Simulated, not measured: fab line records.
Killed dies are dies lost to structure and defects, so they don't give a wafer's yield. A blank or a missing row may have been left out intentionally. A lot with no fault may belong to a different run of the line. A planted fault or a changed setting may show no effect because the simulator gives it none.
Chamber matching	flow berkeley_cmos170	UCB170_V2_CMP_02 on cmp-02 has 4 sister chambers
The step polishes SiO2. 4 wafers are shown with their chamber, then 7 later ones without.

## WAFERS, EACH WITH ITS CHAMBER
wafer	chamber	motor_current_A (A)
L290.4	2	16.9
L292.2	0	14.6
L300.3	1	16.0
L300.4	3	16.2

## WAFERS MISSING THEIR CHAMBER
wafer	motor_current_A (A)
L300.6	16.6
L305.1	17.1
L305.2	14.5
L305.4	17.3
L304.1	16.1
L304.3	15.3
L304.5	16.7

## WHICH CHAMBER EACH ONE RAN IN
wafer	from the rows above	in truth
L300.6	can't be placed: 2 or 3 or 1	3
L305.1	2	2
L305.2	0	0
L305.4	2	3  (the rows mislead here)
L304.1	can't be placed: 3 or 1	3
L304.3	can't be placed: 1 or 0 or 3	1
L304.5	can't be placed: 2 or 3 or 1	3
Correct placement for 2 of the 7. From these rows, 4 cannot be placed; in 4 the true chamber is one of the candidates. Number placed wrongly: 1.
How it was worked out, from the rows above alone: a wafer's distance from a chamber is the root of the sum, over the readings, of the square of ((its reading less the chamber's mean) divided by the reading's scatter). The wafer belongs to the nearest chamber; if the next one is less than 2 further off, it can't be placed. For every chamber, the mean is computed from those of its wafers that are shown. The scatter (one wafer shown for each chamber): square how far every hidden wafer sits from the nearest shown wafer, average those squares and take the square root.
